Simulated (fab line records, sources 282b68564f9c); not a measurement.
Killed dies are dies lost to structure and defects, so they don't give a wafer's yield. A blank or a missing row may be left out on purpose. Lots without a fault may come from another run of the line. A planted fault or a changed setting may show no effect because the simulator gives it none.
Which tool did it? | flow rit_cmos | 13 lots, 39 wafers sampled, at 3 steps of a route of 202

WHAT THE GAUGES READ, wafer by wafer
RIT_SDANNEAL_RS_MEAS_04: measures by four-point-probe.
lot  | measured    | on            | PSD_RS (ohm/sq)
L830 | day 3 10:37 | film_metro-03 | 115.9 116.3 115.9
L831 | day 3 11:38 | film_metro-02 | 115.5 115.8 115.5
L832 | day 3 16:59 | film_metro-01 | 116.1 116.0 115.5
L833 | day 3 18:35 | film_metro-01 | 116.0 116.2 115.9
L835 | day 4 04:35 | film_metro-02 | 115.8 115.5 115.9
L836 | day 4 08:19 | film_metro-02 | 115.9 115.9 115.7
L838 | day 4 17:53 | film_metro-02 | 115.7 115.6 115.7
L839 | day 4 21:55 | film_metro-02 | 116.0 115.6 115.5
L840 | day 5 03:24 | film_metro-02 | 115.7 116.2 116.0
L841 | day 5 09:01 | film_metro-02 | 116.2 115.8 115.9
L842 | day 5 13:15 | film_metro-02 | 116.3 115.9 115.8
L843 | day 5 18:13 | film_metro-01 | 115.6 115.9 115.7
L845 | day 6 04:44 | film_metro-02 | 115.4 115.4 115.7

RIT_SILICIDE_THK_MEAS_03: measures by xrf.
lot  | measured    | on            | SILICIDE_TI_THK (nm)
L830 | day 3 11:22 | film_metro-04 | 30.1 30.3 30.3
L831 | day 3 12:23 | film_metro-04 | 31.1 30.8 30.8
L832 | day 3 17:44 | film_metro-04 | 30.5 30.4 30.4
L833 | day 3 19:20 | film_metro-03 | 30.9 30.9 30.8
L835 | day 4 05:19 | film_metro-03 | 30.5 30.6 30.8
L836 | day 4 09:04 | film_metro-01 | 30.6 30.9 30.3
L838 | day 4 18:37 | film_metro-03 | 30.6 30.4 30.7
L839 | day 4 22:41 | film_metro-04 | 29.6 29.9 29.9
L840 | day 5 04:09 | film_metro-04 | 30.6 30.9 30.5
L841 | day 5 09:46 | film_metro-03 | 30.4 30.4 30.2
L842 | day 5 14:01 | film_metro-04 | 30.0 30.2 30.1
L843 | day 5 18:58 | film_metro-04 | 30.5 30.5 30.4
L845 | day 6 05:29 | film_metro-04 | 29.9 29.7 30.0

WHICH TOOL RAN EACH LOT (tool, then ch and the chambers of the sampled wafers, then the start)
lot  | RIT_SILICIDE_SPUTTER_01
L830 | pvd_sputter-03, day 3 11:05
L831 | pvd_sputter-01, day 3 12:07
L832 | pvd_sputter-01, day 3 17:27
L833 | pvd_sputter-03, day 3 19:04
L835 | pvd_sputter-01, day 4 05:01
L836 | pvd_sputter-02, day 4 08:47
L838 | pvd_sputter-02, day 4 18:20
L839 | pvd_sputter-01, day 4 22:25
L840 | pvd_sputter-02, day 5 03:52
L841 | pvd_sputter-01, day 5 09:29
L842 | pvd_sputter-02, day 5 13:44
L843 | pvd_sputter-01, day 5 18:41
L845 | pvd_sputter-03, day 6 05:11
- RIT_SILICIDE_SPUTTER_01: material Ti, target thk 30 nm, time 240 s.

WHAT THE TOOLS THEMSELVES READ (means of the sampled wafers that have a number; where no wafer has one, the mark that the record gives instead)
RIT_SILICIDE_SPUTTER_01.
lot  | tool           | throttle_valve_pct (%)
L830 | pvd_sputter-03 | 29.9
L831 | pvd_sputter-01 | 29.4
L832 | pvd_sputter-01 | 29.5
L833 | pvd_sputter-03 | 29.5
L835 | pvd_sputter-01 | 29.8
L836 | pvd_sputter-02 | 30.5
L838 | pvd_sputter-02 | 29.7
L839 | pvd_sputter-01 | 29.8
L840 | pvd_sputter-02 | 30.4
L841 | pvd_sputter-01 | 29.7
L842 | pvd_sputter-02 | 29.9
L843 | pvd_sputter-01 | 29.5
L845 | pvd_sputter-03 | 30.5

THE ANSWER, worked out from the rows above alone
Rule: what is usual is taken from the lots themselves. Put in order of their means at a reading, lots are off if they are a third of the lots or fewer, leave a main group of 4 or more, and stand apart from it by a gap of 3 or more times the standard deviation of the main group's means; of several such gaps the widest counts. A main group whose means are all the same, to the digits that the tables above print for the reading, isn't used. A lot without any number at a reading at which 4 lots or more have one is off too. The other lots that the step has rows for count as sound. The gauges are gone through in route order, then the tools' own readings, and for those a lot's mean is taken as printed above. The first step at which some lot is off is used, and at that step the reading that is off furthest; a lot without a number counts as furthest.
No lot is off at any reading shown: from this, nothing can be told.

WHAT THE SIMULATOR HAD PUT IN
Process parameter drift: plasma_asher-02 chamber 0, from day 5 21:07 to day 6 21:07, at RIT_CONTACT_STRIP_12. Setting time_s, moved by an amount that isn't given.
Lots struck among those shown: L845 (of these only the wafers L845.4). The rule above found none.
